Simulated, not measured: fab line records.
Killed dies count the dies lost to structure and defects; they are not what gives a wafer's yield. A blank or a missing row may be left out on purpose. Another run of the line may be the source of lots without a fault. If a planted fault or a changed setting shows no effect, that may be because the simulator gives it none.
What tool caused it? + flow berkeley cmos170 + Sampling: 14 lots, 42 wafers, 7 of 331 route steps

## WHAT THE GAUGES SHOWED, per wafer
UCB170_NLDD_OVL_MEAS_07.
| lot  | measured     | on         | NLDD_OVL (nm) |
|------|--------------|------------|---------------|
| L424 | day 6 17:23  | overlay-01 | 1 -4 -4       |
| L426 | day 7 15:38  | overlay-02 | 11 0 4        |
| L427 | day 7 15:53  | overlay-01 | -1 0 5        |
| L425 | day 7 16:00  | overlay-02 | 8 -3 3        |
| L428 | day 7 23:10  | overlay-01 | 3 -4 -2       |
| L436 | day 10 04:16 | overlay-02 | -1 -1 -9      |
| L437 | day 10 04:20 | overlay-01 | 1 1 6         |
| L438 | day 10 04:58 | overlay-01 | 1 2 -3        |
| L442 | day 10 18:19 | overlay-02 | 10 9 2        |
| L443 | day 10 18:31 | overlay-01 | -7 -8 -3      |
| L441 | day 10 18:48 | overlay-01 | -3 -3 -2      |
| L444 | day 11 07:04 | overlay-01 | 3 6 -3        |
| L447 | day 11 23:44 | overlay-01 | 1 -1 8        |
| L446 | day 11 23:51 | overlay-01 | 3 5 6         |

UCB170_PSD_TW_MEAS_10.
| lot  | measured     | on            | PSD_TW         |
|------|--------------|---------------|----------------|
| L424 | day 7 00:46  | film metro-04 | 2343 2327 2319 |
| L426 | day 8 00:45  | film metro-02 | 2869 2864 2865 |
| L427 | day 8 00:39  | film metro-02 | 2337 2321 2336 |
| L425 | day 8 01:07  | film metro-01 | 2817 2825 2838 |
| L428 | day 8 08:10  | film metro-04 | 2348 2324 2340 |
| L436 | day 10 10:30 | film metro-01 | 2327 2336 2315 |
| L437 | day 10 10:17 | film metro-01 | 2325 2324 2333 |
| L438 | day 10 10:58 | film metro-02 | 2324 2326 2325 |
| L442 | day 11 01:33 | film metro-04 | 2327 2323 2322 |
| L443 | day 11 01:35 | film metro-01 | 2308 2300 2305 |
| L441 | day 11 01:23 | film metro-01 | 2295 2296 2299 |
| L444 | day 11 14:41 | film metro-04 | 2331 2331 2336 |
| L447 | day 12 06:33 | film metro-02 | 2317 2311 2317 |
| L446 | day 12 06:12 | film metro-04 | 2342 2334 2331 |

UCB170_SDANNEAL_RS_MEAS_02: the measuring method here is four-point-probe.
| lot  | measured     | on            | PSD_RS (ohm/sq)   |
|------|--------------|---------------|-------------------|
| L424 | day 7 03:52  | film metro-04 | 75.68 75.63 76.12 |
| L426 | day 8 04:12  | film metro-02 | 54.26 54.06 54.32 |
| L427 | day 8 03:46  | film metro-01 | 75.62 75.60 75.74 |
| L425 | day 8 04:12  | film metro-02 | 54.08 53.87 54.20 |
| L428 | day 8 11:11  | film metro-04 | 75.63 75.84 75.82 |
| L436 | day 10 13:44 | film metro-02 | 76.01 75.79 75.54 |
| L437 | day 10 13:07 | film metro-04 | 75.27 75.84 75.38 |
| L438 | day 10 14:15 | film metro-01 | 75.43 75.74 75.20 |
| L442 | day 11 07:55 | film metro-04 | 75.73 75.96 76.04 |
| L443 | day 11 08:17 | film metro-01 | 75.53 75.44 75.58 |
| L441 | day 11 07:42 | film metro-01 | 75.43 75.31 75.52 |
| L444 | day 11 17:46 | film metro-04 | 75.62 75.90 75.41 |
| L447 | day 12 11:37 | film metro-01 | 75.30 75.27 75.23 |
| L446 | day 12 12:08 | film metro-04 | 75.06 75.20 75.03 |

## TOOL THAT RAN EACH LOT (tool first, then ch and the chambers of the sampled wafers, then the start)
| lot  | UCB170_PLDD_STRIP_10                 | UCB170_PSD_IMPLANT_08           | UCB170_PSD_STRIP_09                  | UCB170_SDANNEAL_RTA_00           |
|------|--------------------------------------|---------------------------------|--------------------------------------|----------------------------------|
| L424 | plasma asher-04 ch 0,1, day 6 15:46  | implanter-04 ch 0, day 7 00:32  | plasma asher-02 ch 0,1, day 7 00:41  | rtp anneal-01 ch 0, day 7 03:43  |
| L426 | plasma asher-04 ch 0,1, day 7 14:13  | implanter-03 ch 0, day 8 00:12  | plasma asher-03 ch 0,1, day 8 00:38  | rtp anneal-02 ch 0, day 8 04:04  |
| L427 | plasma asher-01 ch 0,1, day 7 14:22  | implanter-01 ch 0, day 8 00:26  | plasma asher-01 ch 0,1, day 8 00:34  | rtp anneal-01 ch 0, day 8 03:38  |
| L425 | plasma asher-04 ch 0,1, day 7 14:28  | implanter-04 ch 0, day 8 00:34  | plasma asher-02 ch 0,1, day 8 01:00  | rtp anneal-01 ch 0, day 8 04:04  |
| L428 | plasma asher-01 ch 0,1, day 7 21:50  | implanter-03 ch 0, day 8 07:55  | plasma asher-01 ch 0,1, day 8 08:04  | rtp anneal-02 ch 0, day 8 11:04  |
| L436 | plasma asher-04 ch 0,1, day 10 02:09 | implanter-03 ch 0, day 10 10:17 | plasma asher-02 ch 0,1, day 10 10:25 | rtp anneal-02 ch 0, day 10 13:36 |
| L437 | plasma asher-03 ch 0,1, day 10 02:22 | implanter-01 ch 0, day 10 10:03 | plasma asher-03 ch 0,1, day 10 10:10 | rtp anneal-01 ch 0, day 10 12:59 |
| L438 | plasma asher-04 ch 0,1, day 10 02:38 | implanter-04 ch 0, day 10 10:44 | plasma asher-03 ch 0,1, day 10 10:52 | rtp anneal-01 ch 0, day 10 14:07 |
| L442 | plasma asher-03 ch 0,1, day 10 16:20 | implanter-04 ch 0, day 11 01:18 | plasma asher-03 ch 0,1, day 11 01:27 | rtp anneal-02 ch 0, day 11 07:48 |
| L443 | plasma asher-04 ch 0,1, day 10 16:36 | implanter-03 ch 0, day 11 01:22 | plasma asher-02 ch 0,1, day 11 01:29 | rtp anneal-01 ch 0, day 11 08:09 |
| L441 | plasma asher-03 ch 0,1, day 10 16:54 | implanter-01 ch 0, day 11 01:10 | plasma asher-02 ch 0,1, day 11 01:19 | rtp anneal-01 ch 0, day 11 07:34 |
| L444 | plasma asher-04 ch 0,1, day 11 04:02 | implanter-01 ch 0, day 11 14:26 | plasma asher-03 ch 0,1, day 11 14:34 | rtp anneal-02 ch 0, day 11 17:38 |
| L447 | plasma asher-04 ch 0,1, day 11 21:51 | implanter-04 ch 0, day 12 06:18 | plasma asher-02 ch 0,1, day 12 06:27 | rtp anneal-02 ch 0, day 12 11:30 |
| L446 | plasma asher-04 ch 1, day 11 22:02   | implanter-01 ch 0, day 12 05:58 | plasma asher-02 ch 0,1, day 12 06:05 | rtp anneal-02 ch 0, day 12 11:59 |
- UCB170_PLDD_STRIP_10: strips in O2.
- UCB170_PSD_IMPLANT_08
- UCB170_PSD_STRIP_09: strips in O2.
- UCB170_SDANNEAL_RTA_00: time 10 s.

## AS READ BY THE TOOLS THEMSELVES (means over the sampled wafers that have a number; for cases with no such wafer, the mark the record gives instead)
UCB170_PLDD_STRIP_10.
| lot  | tool            | drypump motor current A (A) | oes product au (a.u.) | strip time to endpoint s (s) |
|------|-----------------|-----------------------------|-----------------------|------------------------------|
| L424 | plasma asher-04 | 5.4                         | 0.731                 | 21.59                        |
| L426 | plasma asher-04 | 5.0                         | 0.733                 | 21.54                        |
| L427 | plasma asher-01 | 5.5                         | 0.735                 | 21.68                        |
| L425 | plasma asher-04 | 5.0                         | 0.733                 | 21.61                        |
| L428 | plasma asher-01 | 5.5                         | 0.736                 | 21.64                        |
| L436 | plasma asher-04 | 5.4                         | 0.735                 | 21.57                        |
| L437 | plasma asher-03 | 4.9                         | 0.737                 | 21.60                        |
| L438 | plasma asher-04 | 5.4                         | 0.732                 | 21.64                        |
| L442 | plasma asher-03 | 4.9                         | 0.731                 | 21.65                        |
| L443 | plasma asher-04 | 5.4                         | 0.734                 | 21.52                        |
| L441 | plasma asher-03 | 4.9                         | 0.733                 | 21.63                        |
| L444 | plasma asher-04 | 5.4                         | 0.732                 | 21.61                        |
| L447 | plasma asher-04 | 5.0                         | 0.734                 | 21.64                        |
| L446 | plasma asher-04 | 4.7                         | 0.735                 | 21.67                        |

UCB170_PSD_STRIP_09.
| lot  | tool            | drypump motor current A (A) | oes product au (a.u.) | strip time to endpoint s (s) |
|------|-----------------|-----------------------------|-----------------------|------------------------------|
| L424 | plasma asher-02 | 5.3                         | 0.601                 | 29.28                        |
| L426 | plasma asher-03 | 5.0                         | 0.521                 | 37.47                        |
| L427 | plasma asher-01 | 5.7                         | 0.595                 | 29.16                        |
| L425 | plasma asher-02 | 5.5                         | 0.521                 | 37.31                        |
| L428 | plasma asher-01 | 5.5                         | 0.601                 | 29.28                        |
| L436 | plasma asher-02 | 5.3                         | 0.607                 | 29.33                        |
| L437 | plasma asher-03 | 4.9                         | 0.603                 | 29.26                        |
| L438 | plasma asher-03 | 4.9                         | 0.601                 | 29.29                        |
| L442 | plasma asher-03 | 4.9                         | 0.604                 | 29.17                        |
| L443 | plasma asher-02 | 5.3                         | 0.598                 | 29.35                        |
| L441 | plasma asher-02 | 5.5                         | 0.605                 | 29.18                        |
| L444 | plasma asher-03 | 4.9                         | 0.604                 | 29.30                        |
| L447 | plasma asher-02 | 5.3                         | 0.600                 | 29.26                        |
| L446 | plasma asher-02 | 5.3                         | 0.603                 | 29.44                        |

UCB170_SDANNEAL_RTA_00.
| lot  | tool          | chamber o2 ppm | lamp power pct (%) | wafer_temp_C_max |
|------|---------------|----------------|--------------------|------------------|
| L424 | rtp anneal-01 | 1.956          | 23.7               | 903.7            |
| L426 | rtp anneal-02 | 2.023          | 26.2               | 903.7            |
| L427 | rtp anneal-01 | 1.999          | 23.7               | 902.7            |
| L425 | rtp anneal-01 | 1.986          | 23.7               | 903.6            |
| L428 | rtp anneal-02 | 1.988          | 26.2               | 903.8            |
| L436 | rtp anneal-02 | 2.002          | 26.2               | 903.2            |
| L437 | rtp anneal-01 | 1.995          | 23.7               | 903.0            |
| L438 | rtp anneal-01 | 1.984          | 23.7               | 904.1            |
| L442 | rtp anneal-02 | 2.022          | 26.2               | 903.9            |
| L443 | rtp anneal-01 | 1.974          | 23.7               | 903.8            |
| L441 | rtp anneal-01 | 1.989          | 23.7               | 902.8            |
| L444 | rtp anneal-02 | 2.012          | 26.2               | 903.7            |
| L447 | rtp anneal-02 | 1.967          | 26.2               | 903.9            |
| L446 | rtp anneal-02 | 2.028          | 26.2               | 903.8            |

## THE ANSWER, worked out from the rows above alone
Rule: the usual values come from the lots themselves. Put in order of their means at a reading, lots are off if they are a third of the lots or fewer, leave a main group of 4 or more, and stand apart from it by a gap of 3 or more times the standard deviation of the main group's means; of several such gaps the widest counts. A main group is skipped when, at the precision printed for the reading in the tables above, its means are all equal. A lot without any number at a reading at which 4 lots or more have one is off too. Where the step has rows for the other lots, those lots are counted as sound. Order of review: gauges by route order, followed by the tools' own readings, for which a lot's mean as printed above is used. The first step at which some lot is off is used, and at that step the reading that is off furthest; a lot without a number counts as furthest.
Off: at UCB170_PSD_TW_MEAS_10 (PSD_TW), L426, L425. The main group: mean 2324, standard deviation 12.
A tool fits if, at a process step before that reading, it ran every lot that is off, and no sound lot after the first of them. Not tried: the gauges at UCB170_PSD_TW_MEAS_10; whatever is off there is also off at UCB170_PSD_STRIP_09, on other tools, and gauge error can't account for it. No candidate that was tried fits.

## WHAT THE SIMULATOR HAD PUT IN
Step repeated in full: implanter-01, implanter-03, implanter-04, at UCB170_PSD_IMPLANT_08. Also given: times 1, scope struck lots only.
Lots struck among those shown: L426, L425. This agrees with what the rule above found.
